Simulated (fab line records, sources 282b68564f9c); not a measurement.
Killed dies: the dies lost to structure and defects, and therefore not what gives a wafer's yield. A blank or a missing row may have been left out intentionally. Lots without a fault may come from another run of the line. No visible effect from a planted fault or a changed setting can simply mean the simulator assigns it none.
Chamber matching | flow rit cmos | RIT_SDANNEAL_CLEAN_00 on wet bench-04 has 3 sister chambers
The step cleans in SC1, time 600 s. 14 wafers are shown with their chamber, then 7 later ones without.

WAFERS, EACH WITH ITS CHAMBER
wafer  | chamber | bath heat duty pct (%)
L076.2 | 3       | 12.8
L076.3 | 3       | 11.8
L076.4 | 3       | 12.7
L077.2 | 1       | 16.5
L077.5 | 1       | 14.4
L077.6 | 1       | 15.2
L083.3 | 2       | 14.7
L083.5 | 2       | 15.0
L083.6 | 2       | 15.2
L084.1 | 3       | 12.3
L084.4 | 3       | 13.3
L084.5 | 3       | 13.7
L085.1 | 3       | 12.7
L085.4 | 3       | 13.4

SIGNATURES, as means of the wafers listed above
reading            | chamber 1 | chamber 2 | chamber 3 | scatter within a chamber
bath heat duty pct | 15.367    | 14.967    | 12.838    | 0.678
Rule: for each reading, subtract the chamber's mean from the wafer's reading, divide by that reading's scatter and square the result; add these up over the readings and take the root, which gives the wafer's distance from the chamber. If the next closest chamber is less than 2 further off than the closest, the wafer can't be placed; otherwise it belongs to the closest. The scatter: take each reading less its chamber's mean, square it, sum over the shown wafers, divide by the number of wafers less the number of chambers, and take the root.

WAFERS WITH NO CHAMBER GIVEN
wafer  | bath heat duty pct (%)
L085.6 | 13.3
L093.1 | 16.1
L093.2 | 14.0
L093.3 | 15.9
L094.2 | 14.1
L094.4 | 16.2
L094.5 | 14.4

CHAMBER TAKEN BY EACH
wafer  | from the rows above          | in truth
L085.6 | can't be placed: 3 or 2      | 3
L093.1 | can't be placed: 1 or 2      | 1
L093.2 | can't be placed: 2 or 3 or 1 | 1
L093.3 | can't be placed: 1 or 2      | 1
L094.2 | can't be placed: 2 or 3 or 1 | 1
L094.4 | can't be placed: 1 or 2      | 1
L094.5 | can't be placed: 2 or 1 or 3 | 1
Correct placement for 0 of the 7. Can't be placed from these rows: 7 (the true chamber is among the candidates in 7). Number placed wrongly: 0.
